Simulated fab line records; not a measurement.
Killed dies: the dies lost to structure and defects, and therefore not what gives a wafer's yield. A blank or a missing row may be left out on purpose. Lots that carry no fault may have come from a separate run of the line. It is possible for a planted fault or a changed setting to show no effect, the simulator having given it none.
fab line records -- flow ritCmos
[record] lots = 6, wafers = 18, lastDay = 7
route steps=202 shown CONTACT@176 M1@184
lots that met no fault: taken from a fault-free run of the same line
startH: the number of hours between the record's first day and the start of the first shown wafer of the lot -- waitH: hours from the lot's prior step to this one -- " unchanged from the row above -- L1.1+2: a row that stands for several wafers -- - no value present, or no start provided -- * or withheld: withheld -- < > ~ a bound
route shown NAME@n: NAME is a module with steps in the file, n the number in the route of the first one -- usual: mean and standard deviation over wafers with no fault -- same: alike in all rows -- chamber/n: place in a boat -- sites: per-site readings -- _std_site: standard deviation across them -- _edge_site: mean of outer sites minus mean of inner sites -- radiusMm: how far each site lies from the wafer's centre -- mask NAME#n: copy n -- behind: the tool/chamber that last shaped the wafer -- hold: cause of the lot's hold/its duration in hours/its outcome -- device: the transistor (n, p or np) that didn't switch -- end of line: the same wafers' tests at the end of the route -- a step without rows: its recipe alone -- killed: dies that structure and defects cost at the first sort, which is not the same as the wafer's yield -- map: dies across one wafer; x = killed, . = not, _ = none there
set.NAME: the setting the step ran with; set.NAME@STEP: the setting that earlier step ran with -- model.NAME: the simulator's own value behind a step, which no gauge read
a table for each step, a row for each wafer; lots at some steps of the route
services: from which hour (startH, from the record's first day; less than 0 if before it) a tool's chamber was out of use, for how many hours, and why
[[steps]]
[step RIT_CONTACT_CD_MEAS_08]
[recipe] targetCdNm = 1000
[usual] cdNm = 1000.9/2.2
lot.wafer,tool,chamber,startH,waitH,cdNm
L339.1,cdSem-02,-,75.19,-,1001.5
L339.4,cdSem-02,-,75.19,-,999.0
L339.6,cdSem-02,-,75.19,-,1001.3
L345.2,cdSem-01,-,102.10,-,1001.3
L345.3,cdSem-01,-,102.10,-,996.9
L345.5,cdSem-01,-,102.10,-,999.4
L354.3,cdSem-02,-,142.35,-,995.5
L354.5,cdSem-02,-,142.35,-,999.4
L354.6,cdSem-02,-,142.35,-,997.9
L355.1,cdSem-01,-,147.89,-,997.1
L355.2,cdSem-01,-,147.89,-,998.5
L355.5,cdSem-01,-,147.89,-,996.3
L358.1,cdSem-01,-,161.73,-,1001.9
L358.4,cdSem-01,-,161.73,-,1003.3
L358.5,cdSem-01,-,161.73,-,1001.5
L359.3,cdSem-01,-,166.97,-,998.8
L359.4,cdSem-01,-,166.97,-,999.6
L359.6,cdSem-01,-,166.97,-,1000.7
[step RIT_CONTACT_OVL_MEAS_09]
[usual] CONTACT_OVL = 0.8/1.1
lot.wafer,tool,chamber,startH,waitH,CONTACT_OVL[nm]
L339.1,overlay-01,-,75.31,0.1,1.3
L339.4,overlay-01,-,75.31,0.1,0.8
L339.6,overlay-01,-,75.31,0.1,0.9
L345.2,overlay-01,-,102.20,0.1,-0.9
L345.3,overlay-01,-,102.20,0.1,1.5
L345.5,overlay-01,-,102.20,0.1,-0.2
L354.3,overlay-02,-,142.44,0.1,0.3
L354.5,overlay-02,-,142.44,0.1,1.0
L354.6,overlay-02,-,142.44,0.1,2.3
L355.1,overlay-02,-,148.01,0.1,1.0
L355.2,overlay-02,-,148.01,0.1,1.5
L355.5,overlay-02,-,148.01,0.1,1.6
L358.1,overlay-01,-,161.85,0.1,0.7
L358.4,overlay-01,-,161.85,0.1,1.6
L358.5,overlay-01,-,161.85,0.1,0.7
L359.3,overlay-02,-,167.06,0.1,0.7
L359.4,overlay-02,-,167.06,0.1,0.9
L359.6,overlay-02,-,167.06,0.1,1.8
[step RIT_CONTACT_HARDBAKE_10]
[recipe] resist = NOVOLAK, tempC = 140, timeS = 60
[step RIT_CONTACT_ETCH_11]
[recipe] targetDepthA = 4800, overEtchFrac = 0.2, stopOn = TiSi2, chemistry = CHF3/CF4/Ar, target = SiO2, CHF3_flow_sccm = 50, cf4FlowSccm = 10, Ar_flow_sccm = 100, O2_flow_sccm = 5, pressureMtorr = 100, rfW = 200, timeS = 320
[usual] drypumpMotorCurrentA = 5.5/0.31, mfcArSccm = 100.0/0.34, oesProductAu = 0.992/0.021, throttleValvePct = 8.89/0.095
lot.wafer,tool,chamber,startH,waitH,drypumpMotorCurrentA,mfcArSccm,oesProductAu,rfHoursCounterH,throttleValvePct
L339.1,rieDiel-03,2,75.50,0.1,6.0,100.5,1.007,126,8.75
L339.4,rieDiel-03,1,75.50,0.1,5.5,100.2,0.970,84,8.72
L339.6,rieDiel-03,1,75.50,0.1,5.5,100.3,0.971,-,8.73
L345.2,rieDiel-03,0,102.38,0.1,5.8,100.3,1.021,1,8.92
L345.3,rieDiel-03,1,102.38,0.1,5.5,99.8,0.967,85,8.73
L345.5,rieDiel-03,2,102.38,0.1,6.0,99.8,1.023,-,8.78
L354.3,rieDiel-01,0,142.62,0.1,5.1,100.0,1.006,1,8.84
L354.5,rieDiel-01,3,142.62,0.1,5.4,100.0,1.009,-,9.05
L354.6,rieDiel-01,0,142.62,0.1,5.2,100.0,1.011,-,8.84
L355.1,rieDiel-04,1,148.20,0.1,5.9,100.5,0.971,2,8.97
L355.2,rieDiel-04,2,148.20,0.1,5.4,100.4,0.970,20,8.94
L355.5,rieDiel-04,0,148.20,0.1,5.2,99.7,1.021,-,8.80
L358.1,rieDiel-01,2,162.06,0.1,5.4,100.2,0.990,124,8.83
L358.4,rieDiel-01,3,162.06,0.1,5.4,99.9,1.004,8,9.03
L358.5,rieDiel-01,2,162.06,0.1,5.5,99.6,0.998,-,8.84
L359.3,rieDiel-04,0,167.24,0.1,5.2,99.8,1.018,9,8.80
L359.4,rieDiel-04,1,167.24,0.1,5.9,100.7,0.967,3,8.95
L359.6,rieDiel-04,2,167.24,0.1,5.4,99.4,0.972,-,8.93
[step RIT_CONTACT_STRIP_12]
[recipe] chemistry = O2, timeS = 180, resist = NOVOLAK, platenTempC = withheld, powerW = 500, pressureMtorr = 4000, o2FlowSccm = 4000
[usual] drypumpMotorCurrentA = 5.9/0.42, o2FlowSccm = 4000/12
lot.wafer,tool,chamber,startH,waitH,drypumpMotorCurrentA,o2FlowSccm,rfHoursCounterH
L339.1,plasmaAsher-01,0,75.69,0.1,6.2,4001,29
L339.4,plasmaAsher-01,0,75.69,0.1,6.2,4006,-
L339.6,plasmaAsher-01,0,75.69,0.1,6.2,4023,-
L345.2,plasmaAsher-04,1,102.58,0.1,5.6,4012,40
L345.3,plasmaAsher-04,1,102.58,0.1,5.6,4033,-
L345.5,plasmaAsher-04,0,102.58,0.1,5.9,3996,-
L354.3,plasmaAsher-03,0,142.87,0.2,6.0,4006,-
L354.5,plasmaAsher-03,0,142.87,0.2,6.1,4007,-
L354.6,plasmaAsher-03,1,142.87,0.2,6.3,3990,-
L355.1,plasmaAsher-03,0,148.40,0.1,6.1,3989,53
L355.2,plasmaAsher-03,1,148.40,0.1,6.3,4006,53
L355.5,plasmaAsher-03,0,148.40,0.1,6.1,3979,-
L358.1,plasmaAsher-04,0,162.26,0.1,5.9,3992,47
L358.4,plasmaAsher-04,1,162.26,0.1,5.6,4004,-
L358.5,plasmaAsher-04,0,162.26,0.1,5.9,4001,-
L359.3,plasmaAsher-04,1,167.49,0.2,5.6,3982,-
L359.4,plasmaAsher-04,0,167.49,0.2,5.9,3996,-
L359.6,plasmaAsher-04,1,167.49,0.2,5.6,3988,-
[step RIT_CONTACT_CD_MEAS_90]
[recipe] targetCdNm = 1000
[usual] cdNm = 1001.0/2.3
lot.wafer,tool,chamber,startH,waitH,cdNm
L339.1,cdSem-02,-,75.87,0.1,1001.6
L339.4,cdSem-02,-,75.87,0.1,999.9
L339.6,cdSem-02,-,75.87,0.1,1002.5
L345.2,cdSem-01,-,102.77,0.1,1001.3
L345.3,cdSem-01,-,102.77,0.1,997.9
L345.5,cdSem-01,-,102.77,0.1,999.4
L354.3,cdSem-01,-,143.02,0.1,995.3
L354.5,cdSem-01,-,143.02,0.1,999.7
L354.6,cdSem-01,-,143.02,0.1,997.5
L355.1,cdSem-02,-,148.57,0.1,997.2
L355.2,cdSem-02,-,148.57,0.1,997.5
L355.5,cdSem-02,-,148.57,0.1,995.7
L358.1,cdSem-02,-,162.43,0.1,1003.1
L358.4,cdSem-02,-,162.43,0.1,1003.8
L358.5,cdSem-02,-,162.43,0.1,1002.7
L359.3,cdSem-01,-,167.65,0.1,997.9
L359.4,cdSem-01,-,167.65,0.1,999.5
L359.6,cdSem-01,-,167.65,0.1,999.8
[step RIT_CONTACT_CLEAN_13]
[recipe] chemistry = SC1, mix = 3:3:50, timeS = 600, tempC = 74.5
[step RIT_CONTACT_CLEAN_14]
[recipe] chemistry = SC2, mix = 3:3:50, timeS = 600, tempC = 75, dry = n2Spin
[step RIT_M1_SPUTTER_00]
[recipe] material = Al, targetThkNm = 400, powerW = 2000, chamberPressurePa = 0.4, gas = Ar, timeS = 500, substrateTempC = 25
[usual] throttleValvePct = 30.1/1.2
lot.wafer,tool,chamber,startH,waitH,throttleValvePct
L339.1,pvdSputter-04,-,76.40,0.0,28.0
L339.4,pvdSputter-04,-,76.40,0.0,30.3
L339.6,pvdSputter-04,-,76.40,0.0,31.3
L345.2,pvdSputter-01,-,103.26,0.0,30.2
L345.3,pvdSputter-01,-,103.26,0.0,30.7
L345.5,pvdSputter-01,-,103.26,0.0,29.4
L354.3,pvdSputter-04,-,143.49,0.0,30.3
L354.5,pvdSputter-04,-,143.49,0.0,30.6
L354.6,pvdSputter-04,-,143.49,0.0,30.2
L355.1,pvdSputter-01,-,149.07,0.0,30.7
L355.2,pvdSputter-01,-,149.07,0.0,29.5
L355.5,pvdSputter-01,-,149.07,0.0,30.4
L358.1,pvdSputter-04,-,162.93,0.0,27.9
L358.4,pvdSputter-04,-,162.93,0.0,30.4
L358.5,pvdSputter-04,-,162.93,0.0,27.7
L359.3,pvdSputter-01,-,168.09,0.0,30.0
L359.4,pvdSputter-01,-,168.09,0.0,30.6
L359.6,pvdSputter-01,-,168.09,0.0,29.2
[step RIT_M1_RS_MEAS_01]
[recipe] thkMeasGauge = four-point-probe, reads = Al_of_M1_SPUTTER_00
[usual] M1_AL_RS = 0.0740/0.00078
lot.wafer,tool,chamber,startH,waitH,M1_AL_RS[ohm/sq]
L339.1,filmMetro-03,-,76.70,0.1,0.0749
L339.4,filmMetro-03,-,76.70,0.1,0.0742
L339.6,filmMetro-03,-,76.70,0.1,0.0729
L345.2,filmMetro-03,-,103.57,0.2,0.0741
L345.3,filmMetro-03,-,103.57,0.2,0.0734
L345.5,filmMetro-03,-,103.57,0.2,0.0728
L354.3,filmMetro-04,-,143.82,0.2,0.0750
L354.5,filmMetro-04,-,143.82,0.2,0.0742
L354.6,filmMetro-04,-,143.82,0.2,0.0741
L355.1,filmMetro-03,-,149.37,0.1,0.0737
L355.2,filmMetro-03,-,149.37,0.1,0.0729
L355.5,filmMetro-03,-,149.37,0.1,0.0731
L358.1,filmMetro-03,-,163.23,0.1,0.0748
L358.4,filmMetro-03,-,163.23,0.1,0.0749
L358.5,filmMetro-03,-,163.23,0.1,0.0752
L359.3,filmMetro-02,-,168.43,0.2,0.0722
L359.4,filmMetro-02,-,168.43,0.2,0.0737
L359.6,filmMetro-02,-,168.43,0.2,0.0727
[step RIT_M1_THK_MEAS_02]
[recipe] thkMeasGauge = xrf, reads = Al_of_M1_SPUTTER_00
[usual] M1_AL_THK = 398/4.3
lot.wafer,tool,chamber,startH,waitH,M1_AL_THK[nm]
L339.1,filmMetro-03,-,76.82,0.1,394
L339.4,filmMetro-03,-,76.82,0.1,401
L339.6,filmMetro-03,-,76.82,0.1,406
L345.2,filmMetro-03,-,103.68,0.1,396
L345.3,filmMetro-03,-,103.68,0.1,398
L345.5,filmMetro-03,-,103.68,0.1,404
L354.3,filmMetro-04,-,143.92,0.1,393
L354.5,filmMetro-04,-,143.92,0.1,396
L354.6,filmMetro-04,-,143.92,0.1,398
L355.1,filmMetro-03,-,149.49,0.1,402
L355.2,filmMetro-03,-,149.49,0.1,405
L355.5,filmMetro-03,-,149.49,0.1,403
L358.1,filmMetro-03,-,163.35,0.1,397
L358.4,filmMetro-03,-,163.35,0.1,395
L358.5,filmMetro-03,-,163.35,0.1,392
L359.3,filmMetro-02,-,168.53,0.1,403
L359.4,filmMetro-02,-,168.53,0.1,396
L359.6,filmMetro-02,-,168.53,0.1,404
[step RIT_M1_HMDS_03]
[recipe] primeTimeS = 60, primeTempC = 140
[step RIT_M1_COAT_04]
[recipe] resist = NOVOLAK, spinRpm = 2000, resistThkNm = 1300
[usual] chillPlateTempC = 22.99/0.093, dispensePressureKPa = 54/3.6, spinSpeedRpm = 1999.7/1.4
lot.wafer,tool,chamber,startH,waitH,chillPlateTempC,dispensePressureKPa,spinSpeedRpm
L339.1,lithoTrack-01,0,77.03,0.1,23.05,57,2000.6
L339.4,lithoTrack-01,0,77.03,0.1,23.02,57,1998.7
L339.6,lithoTrack-01,0,77.03,0.1,23.07,57,1998.9
L345.2,lithoTrack-01,0,103.91,0.1,23.03,57,1998.4
L345.3,lithoTrack-01,0,103.91,0.1,23.25,57,1999.3
L345.5,lithoTrack-01,0,103.91,0.1,22.92,57,1998.8
L354.3,lithoTrack-01,-,144.16,0.1,-,-,-
L354.5,lithoTrack-01,-,144.16,0.1,-,-,-
L354.6,lithoTrack-01,-,144.16,0.1,-,-,-
L355.1,lithoTrack-01,-,149.70,0.1,-,-,-
L355.2,lithoTrack-01,-,149.70,0.1,-,-,-
L355.5,lithoTrack-01,-,149.70,0.1,-,-,-
L358.1,lithoTrack-04,0,163.80,0.1,22.86,52,1999.6
L358.4,lithoTrack-04,0,163.80,0.1,23.08,52,2000.1
L358.5,lithoTrack-04,0,163.80,0.1,23.00,52,1999.2
L359.3,lithoTrack-03,0,168.77,0.1,23.01,49,2000.9
L359.4,lithoTrack-03,0,168.77,0.1,22.99,49,1997.5
L359.6,lithoTrack-03,0,168.77,0.1,23.02,49,1998.6
[step RIT_M1_SOFTBAKE_05]
[recipe] resist = NOVOLAK, tempC = 90, timeS = 60
[step RIT_M1_EXPOSE_06]
[recipe] maskId = M12, na = 0.6, sourceShape = conventional, sigmaOuter = 0.5, targetCdNm = 2600, doseMj = 250
[step RIT_M1_PEB_07]
[recipe] resist = NOVOLAK, tempC = withheld, timeS = withheld
[step RIT_M1_DEVELOP_08]
[recipe] resist = NOVOLAK, developTimeS = 68, devTempC = 23
[step RIT_M1_CD_MEAS_09]
[recipe] targetCdNm = 2600
[usual] cdNm = 2600.3/2.9
lot.wafer,tool,chamber,startH,waitH,cdNm
L339.1,cdSem-02,-,77.76,-,2600.1
L339.4,cdSem-02,-,77.76,-,2599.5
L339.6,cdSem-02,-,77.76,-,2597.2
L345.2,cdSem-01,-,104.76,-,2601.2
L345.3,cdSem-01,-,104.76,-,2599.0
L345.5,cdSem-01,-,104.76,-,2600.4
L354.3,cdSem-01,-,144.88,-,-
L354.5,cdSem-01,-,144.88,-,-
L354.6,cdSem-01,-,144.88,-,-
L355.1,cdSem-01,-,150.43,-,-
L355.2,cdSem-01,-,150.43,-,-
L355.5,cdSem-01,-,150.43,-,-
L358.1,cdSem-01,-,164.53,-,2600.8
L358.4,cdSem-01,-,164.53,-,2597.1
L358.5,cdSem-01,-,164.53,-,2597.4
L359.3,cdSem-01,-,169.61,-,2600.4
L359.4,cdSem-01,-,169.61,-,2599.8
L359.6,cdSem-01,-,169.61,-,2600.2
[step RIT_M1_OVL_MEAS_10]
[usual] M1_OVL = 0.5/1.7
lot.wafer,tool,chamber,startH,waitH,M1_OVL[nm]
L339.1,overlay-01,-,77.88,0.1,-1.3
L339.4,overlay-01,-,77.88,0.1,-0.4
L339.6,overlay-01,-,77.88,0.1,0.6
L345.2,overlay-02,-,104.86,0.1,1.5
L345.3,overlay-02,-,104.86,0.1,1.5
L345.5,overlay-02,-,104.86,0.1,2.0
L354.3,overlay-01,-,144.97,0.1,-
L354.5,overlay-01,-,144.97,0.1,-
L354.6,overlay-01,-,144.97,0.1,-
L355.1,overlay-02,-,150.55,0.1,-
L355.2,overlay-02,-,150.55,0.1,-
L355.5,overlay-02,-,150.55,0.1,-
L358.1,overlay-01,-,164.65,0.1,1.5
L358.4,overlay-01,-,164.65,0.1,0.4
L358.5,overlay-01,-,164.65,0.1,-1.3
L359.3,overlay-02,-,169.71,0.1,0.7
L359.4,overlay-02,-,169.71,0.1,-0.4
L359.6,overlay-02,-,169.71,0.1,-0.5
[step RIT_M1_PROBE_99]
[usual] defectLimitedYield = 97.4/1.2, killed_at_M0_to_M3 = 0.0/0.16, killedAtContacts = 0.1/0.24, killedAtFrontEnd = 7/3.2, killedDies = 7/3.2, killedOnRim = 2.0/1.5, killedOpen = 3.4/2, killedShort = 3.5/2.2, sort_bin_3_pad_short = 0.1/0.21, sort_bin_5_function = 1.6/0.79, sort_bin_6_memory = 0.9/0.72, sortNPass = 257/3.2, sortYieldPct = 97.4/1.2
[same] grossDies = 264, killed_at_M4_up = 0, killedAtBackSide = 0, killedAtOther = 0
lot.wafer,tool,chamber,startH,waitH,defectLimitedYield[%],killed_at_M0_to_M3,killedAtContacts,killedAtFrontEnd,killedDies,killedOnRim,killedOpen,killedShort,sort_bin_3_pad_short[%],sort_bin_5_function[%],sort_bin_6_memory[%],sortNPass,sortYieldPct[%]
L339.1,prober-02,-,80.42,0.1,95.1,0,0,13,13,4,8,5,0,2.7,2.3,251,95.1
L339.4,prober-02,-,80.57,0.2,97.3,0,0,7,7,3,5,2,0,1.5,1.1,257,97.3
L339.6,prober-02,-,80.67,0.2,98.5,0,0,4,4,0,3,1,0,0.8,0.8,260,98.5
L345.2,prober-02,-,107.44,0.1,98.1,0,0,5,5,1,2,3,0,1.9,0,259,98.1
L345.3,prober-02,-,107.49,0.2,98.1,0,0,5,5,3,2,3,0,1.5,0.4,259,98.1
L345.5,prober-02,-,107.59,0.2,95.8,0,1,10,11,6,6,5,0.4,3.0,0.8,253,95.8
L354.3,prober-01,-,147.60,0.2,0,252,0,12,264,70,4,8,0.4,96.6,3.0,0,0
L354.5,prober-01,-,147.70,0.2,0,251,0,13,264,70,9,4,0,97.0,3.0,0,0
L354.6,prober-01,-,147.75,0.2,0,251,0,13,264,70,10,3,0.4,97.0,2.7,0,0
L355.1,prober-02,-,153.09,0.1,0,260,0,4,264,70,2,2,0,99.6,0.4,0,0
L355.2,prober-02,-,153.14,0.1,0,263,0,1,264,70,0,1,0,100.0,0,0,0
L355.5,prober-02,-,153.29,0.2,0,258,0,6,264,70,1,5,0,98.5,1.5,0,0
L358.1,prober-01,-,167.21,0.1,95.8,0,0,11,11,4,5,6,0,1.9,2.3,253,95.8
L358.4,prober-01,-,167.36,0.2,97.3,0,0,7,7,4,3,4,0,1.5,1.1,257,97.3
L358.5,prober-01,-,167.41,0.2,97.7,0,0,6,6,2,4,2,0,1.9,0.4,258,97.7
L359.3,prober-02,-,172.33,0.2,96.6,0,0,9,9,3,5,4,0,2.3,1.1,255,96.6
L359.4,prober-02,-,172.38,0.2,98.5,0,0,4,4,1,2,2,0,1.1,0.4,260,98.5
L359.6,prober-02,-,172.48,0.2,98.1,1,0,4,5,2,2,3,0,1.9,0,259,98.1
// killed by level:class
L339.1 GATE:geometricParticle:open=4 SPACER:geometricParticle:open=3 GATE:geometricParticle:short=2 SPACER:geometricParticle:short=2 ACTIVE:geometricParticle:short=1 SILICIDE:geometricParticle:open=1
L339.4 GATE:geometricParticle:open=3 GATE:geometricParticle:short=2 REOX:geometricParticle:open=1 SPACER:geometricParticle:open=1
L339.6 FOX1:geometricParticle:open=2 GATE:geometricParticle:short=1 SPACER:geometricParticle:open=1
L345.2 GATE:geometricParticle:short=2 GATE:geometricParticle:open=2 SPACER:geometricParticle:short=1
L345.3 FOX2:geometricParticle:short=1 FOX2:geometricParticle:open=1 GATE:geometricParticle:open=1 GATE:geometricParticle:short=1 REOX:geometricParticle:short=1
L345.5 GATE:geometricParticle:open=3 GATE:geometricParticle:short=2 SPACER:geometricParticle:open=2 FOX1:geometricParticle:open=1 REOX:geometricParticle:short=1 SPACER:geometricParticle:short=1 CONTACT:geometricParticle:short=1
L354.3 M1:areaExpose=252 GATE:geometricParticle:short=3 FOX1:geometricParticle:short=2 GATE:geometricParticle:open=2 FOX2:geometricParticle:short=1 FOX2:geometricParticle:open=1 REOX:geometricParticle:short=1 SPACER:geometricParticle:open=1
L354.5 M1:areaExpose=251 FOX2:geometricParticle:open=3 SILICIDE:geometricParticle:open=3 SILICIDE:geometricParticle:short=2 FOX1:geometricParticle:open=1 FOX2:geometricParticle:short=1 GATE:geometricParticle:short=1 GATE:geometricParticle:open=1
L354.6 M1:areaExpose=251 SILICIDE:geometricParticle:open=4 FOX1:geometricParticle:open=2 GATE:geometricParticle:open=2 REOX:geometricParticle:short=2 GATE:geometricParticle:short=1 REOX:geometricParticle:open=1 SPACER:geometricParticle:open=1
L355.1 M1:areaExpose=260 FOX1:geometricParticle:open=1 GATE:geometricParticle:open=1 GATE:geometricParticle:short=1 REOX:geometricParticle:short=1
L355.2 M1:areaExpose=263 SPACER:geometricParticle:short=1
L355.5 M1:areaExpose=258 GATE:geometricParticle:short=3 FOX2:geometricParticle:short=1 GATE:geometricParticle:open=1 REOX:geometricParticle:short=1
L358.1 SPACER:geometricParticle:short=3 FOX2:geometricParticle:short=2 GATE:geometricParticle:open=2 FOX1:geometricParticle:open=1 FOX2:geometricParticle:open=1 GATE:geometricParticle:short=1 SPACER:geometricParticle:open=1
L358.4 REOX:geometricParticle:open=2 SPACER:geometricParticle:short=2 FOX2:geometricParticle:open=1 GATE:geometricParticle:short=1 REOX:geometricParticle:short=1
L358.5 GATE:geometricParticle:open=4 REOX:geometricParticle:short=2
L359.3 GATE:geometricParticle:open=3 GATE:geometricParticle:short=3 FOX1:geometricParticle:short=1 FOX1:geometricParticle:open=1 SPACER:geometricParticle:open=1
L359.4 FOX1:geometricParticle:short=1 FOX1:geometricParticle:open=1 GATE:geometricParticle:short=1 GATE:geometricParticle:open=1
L359.6 FOX2:geometricParticle:short=1 GATE:geometricParticle:open=1 GATE:geometricParticle:short=1 REOX:geometricParticle:open=1 M1:geometricParticle:short=1
// map L354.3 (x killed, . not)
________xxxxxxx_______
_____xxxxxxxxxxxxx____
____xxxxxxxxxxxxxxx___
___xxxxxxxxxxxxxxxxx__
__xxxxxxxxxxxxxxxxxxx_
__xxxxxxxxxxxxxxxxxxx_
_xxxxxxxxxxxxxxxxxxxxx
_xxxxxxxxxxxxxxxxxxxxx
_xxxxxxxxxxxxxxxxxxxxx
_xxxxxxxxxxxxxxxxxxxxx
__xxxxxxxxxxxxxxxxxxx_
__xxxxxxxxxxxxxxxxxxx_
___xxxxxxxxxxxxxxxxx__
____xxxxxxxxxxxxxxx___
_____xxxxxxxxxxxxx____
________xxxxxxx_______
// map L355.1 (x killed, . not)
________xxxxxxx_______
_____xxxxxxxxxxxxx____
____xxxxxxxxxxxxxxx___
___xxxxxxxxxxxxxxxxx__
__xxxxxxxxxxxxxxxxxxx_
__xxxxxxxxxxxxxxxxxxx_
_xxxxxxxxxxxxxxxxxxxxx
_xxxxxxxxxxxxxxxxxxxxx
_xxxxxxxxxxxxxxxxxxxxx
_xxxxxxxxxxxxxxxxxxxxx
__xxxxxxxxxxxxxxxxxxx_
__xxxxxxxxxxxxxxxxxxx_
___xxxxxxxxxxxxxxxxx__
____xxxxxxxxxxxxxxx___
_____xxxxxxxxxxxxx____
________xxxxxxx_______
[[services]]
tool,chamber,startH,hours,kind
rieDiel-01,1,57.88,3.0,repair
pvdSputter-01,-,72.13,2.8,repair
pvdSputter-04,-,72.92,2.5,repair
rieDiel-01,-,73.33,0.3,repair
rieDiel-01,0,73.67,9.9,repair
rieDiel-04,3,77.15,7.1,repair
plasmaAsher-04,-,86.48,2.8,pm
rieDiel-04,3,91.80,-,clean
rieDiel-04,3,91.80,19.7,scheduledDown
rieDiel-04,3,91.80,19.7,ventCycle
rieDiel-01,0,93.09,1.9,repair
rieDiel-01,0,94.99,-,clean
rieDiel-01,0,94.99,19.9,scheduledDown
rieDiel-01,0,94.99,19.9,ventCycle
rieDiel-03,3,97.72,26.2,repair
rieDiel-01,-,110.66,0.4,repair
plasmaAsher-01,-,114.96,0.6,repair
plasmaAsher-03,-,121.60,2.2,repair
rieDiel-03,-,134.61,2.8,pm
rieDiel-01,1,137.16,9.8,repair
rieDiel-01,0,144.17,3.2,repair
[[key]]
[firstSign] step = RIT_M1_COAT_04, reading = toolRecord, direction = missing
[effect] step = RIT_M1_CD_MEAS_09, reading = cdNm, direction = missing
[effect] step = RIT_M1_OVL_MEAS_10, reading = M1_OVL, direction = missing
[effect] step = RIT_M1_PROBE_99, reading = killed_at_M0_to_M3, direction = up, sigmas = 99+, usual = 0.0, struck = 255.8
[moreKillsBornAt] RIT_M1_EXPOSE_06@ilineStepper-01 = 1535
metAt RIT_M1_COAT_04
struckWafers L354.3,L354.5,L354.6,L355.1,L355.2,L355.5
laterRowsLeftOut L354.3,L354.5,L354.6,L355.1,L355.2,L355.5
onsetBetween 103.91 144.16
[fault] kind = skippedStepWhole, tool = lithoTrack-01, chamber = -, onsetH = 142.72, steps = RIT_M1_COAT_04, scope = struckLotsOnly
// laterRowsLeftOut: the simulator's readings of these wafers behind a module that went badly wrong aren't trusted and aren't shown, but for the sort
